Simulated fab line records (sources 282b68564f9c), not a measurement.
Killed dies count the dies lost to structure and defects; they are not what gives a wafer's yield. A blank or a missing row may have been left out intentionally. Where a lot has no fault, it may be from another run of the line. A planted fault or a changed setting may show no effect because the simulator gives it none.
A struck lot beside a sound one :: flow rit-cmos :: 34 out of 202 route steps
Sound: these wafers, L434.3, L434.5, L434.6. Wafers L439.2, L439.3, L439.4 were the ones struck. At the end, the cause is stated.
For every step that has rows: the tool of each side, followed by ch and its chambers, followed by its first start. Under that, the readings that differ: sound wafers :: struck wafers :: difference of the means :: sigmas: that difference in standard deviations of wafers without a fault.
alike: words and numbers the same on both sides, and readings whose means are apart by under 2 such deviations; not compared: readings that were withheld, readings missing a value for some wafer, numbers with overlapping values and no deviation given by the record, and bounds like >300 which may hide the same value.
The two part at a step that has a row with sigmas, a row that says differs or no value, or rows on one side only. Numbers that don't overlap but have no deviation are shown without sigmas and don't part them. Lack of a reading on every wafer of one side parts them only where that side has two or more wafers.

first, 2 steps without rows for these wafers: RIT_SPACER_CLEAN_02 (cleans in SC2, time 600 s); RIT_SPACER_CVD_03 (deposits Si3N4 from SiH2Cl2/NH3, target thk 250 nm, time 3300 s).
RIT_SPACER_THK_MEAS_04:
  sound: film-metro-01 at day 3 00:12; struck: film-metro-02 at day 4 08:42
  alike: SPACER_NITRIDE_THK
RIT_SPACER_ETCHBACK_05: etches Si3N4 in SF6/CHF3, stops on SiO2, target depth 250 nm, time 240 s.
  sound on rie-diel-04 ch 0,1, day 3 00:14; struck on rie-diel-02 ch 1,2,3, day 4 08:45
  alike: drypump-motor-current-A, oes-product-au, throttle-valve-pct
  not compared: rf-hours-counter-h
then, 6 steps without rows for these wafers: RIT_NSD_HMDS_00 (prime time 60 s); RIT_NSD_COAT_01 (resist thk 1000 nm); RIT_NSD_SOFTBAKE_02 (time 60 s); RIT_NSD_EXPOSE_03 (exposes mask M9, target cd 40700 nm); RIT_NSD_PEB_04; RIT_NSD_DEVELOP_05 (develop time 50 s).
RIT_NSD_OVL_MEAS_06:
  sound: overlay-02 at day 3 01:16; struck: overlay-02 at day 4 09:53
  alike: NSD_OVL
then, 1 step without rows for these wafers: RIT_NSD_HARDBAKE_07 (time 60 s).
RIT_NSD_IMPLANT_08:
  sound on implanter-04 ch 0, day 3 01:29; struck on implanter-04 ch 0, day 4 10:05
reading: implant-ion-amu
sound: 31 31 31
struck: 75 75 75
difference: +44
sigmas: 

reading: model.implant.rp-nm (nm)
sound: 33 33 33
struck: 18.55 18.55 18.55
difference: -14.45
sigmas: 

reading: model.implant.drp-nm (nm)
sound: 14.84 14.84 14.84
struck: 8.431 8.431 8.431
difference: -6.409
sigmas: 
RIT_NSD_STRIP_09: strips in O2, time 180 s.
  sound on plasma-asher-02 ch 0,1, day 3 01:38; struck on plasma-asher-01 ch 0,1, day 4 10:13
  alike: drypump-motor-current-A
  not compared: rf-hours-counter-h
RIT_NSD_TW_MEAS_10:
  sound: film-metro-03 at day 3 01:46; struck: film-metro-02 at day 4 10:23
  alike: NSD_TW
then, 6 steps without rows for these wafers: RIT_PSD_HMDS_00 (prime time 60 s); RIT_PSD_COAT_01 (resist thk 1000 nm); RIT_PSD_SOFTBAKE_02 (time 60 s); RIT_PSD_EXPOSE_03 (exposes mask M10, target cd 40900 nm); RIT_PSD_PEB_04; RIT_PSD_DEVELOP_05 (develop time 50 s).
RIT_PSD_OVL_MEAS_06:
  sound: overlay-01 at day 3 02:49; struck: overlay-02 at day 4 11:18
  alike: PSD_OVL
then, 2 steps without rows for these wafers: RIT_PSD_HARDBAKE_07 (time 60 s); RIT_PSD_IMPLANT_08.
RIT_PSD_STRIP_09: strips in O2, time 180 s.
  sound on plasma-asher-01 ch 0,1, day 3 03:11; struck on plasma-asher-03 ch 0,1, day 4 11:38
reading: drypump-motor-current-A (A)
sound: 5.4 5.8 5.5
struck: 6.8 6.8 6.0
difference: +1.0
sigmas: +2
  not compared: rf-hours-counter-h
RIT_PSD_TW_MEAS_10:
  sound: film-metro-01 at day 3 03:19; struck: film-metro-02 at day 4 11:49
  alike: PSD_TW
then, 3 steps without rows for these wafers: RIT_SDANNEAL_CLEAN_00 (cleans in SC1, time 600 s); RIT_SDANNEAL_CLEAN_01 (cleans in dHF, time 30 s); RIT_SDANNEAL_CLEAN_02 (cleans in SC2, time 600 s).
RIT_SDANNEAL_RTA_03: time 5 s.
  sound on rtp-anneal-02 ch 0, day 3 03:45; struck on rtp-anneal-01 ch 0, day 4 12:16
  alike: wafer_temp_C_max
RIT_SDANNEAL_RS_MEAS_04: a four-point-probe measurement.
  sound: film-metro-01 at day 3 03:50; struck: film-metro-01 at day 4 12:20
  alike: PSD_RS
RIT_SDANNEAL_RS_MEAS_05: a four-point-probe measurement.
  sound: film-metro-01 at day 3 03:57; struck: film-metro-01 at day 4 12:28
reading: NSD_RS (ohm/sq)
sound: 84.86 84.96 84.42
struck: 127.01 126.74 126.84
difference: +42.12
sigmas: +99 or more
RIT_SDANNEAL_RS_MEAS_06: a four-point-probe measurement.
  sound: film-metro-01 at day 3 04:04; struck: film-metro-01 at day 4 12:35
  alike: PLDD_RS
RIT_M1_PROBE_99:
  sound: prober-01 at day 3 11:58; struck: prober-02 at day 4 19:48
reading: killed-at-front-end
sound: 12 14 13
struck: 3 4 8
difference: -8
sigmas: -3

reading: killed-dies
sound: 12 14 13
struck: 3 4 8
difference: -8
sigmas: -3

reading: killed-short
sound: 4 7 9
struck: 1 1 3
difference: -5
sigmas: -3
  alike: killed-at-contacts, killed-open

== WHERE THEY PART ==
Earliest at RIT_PSD_STRIP_09; latest, in this record, at RIT_M1_PROBE_99.

WHY: what had been put in by the simulator
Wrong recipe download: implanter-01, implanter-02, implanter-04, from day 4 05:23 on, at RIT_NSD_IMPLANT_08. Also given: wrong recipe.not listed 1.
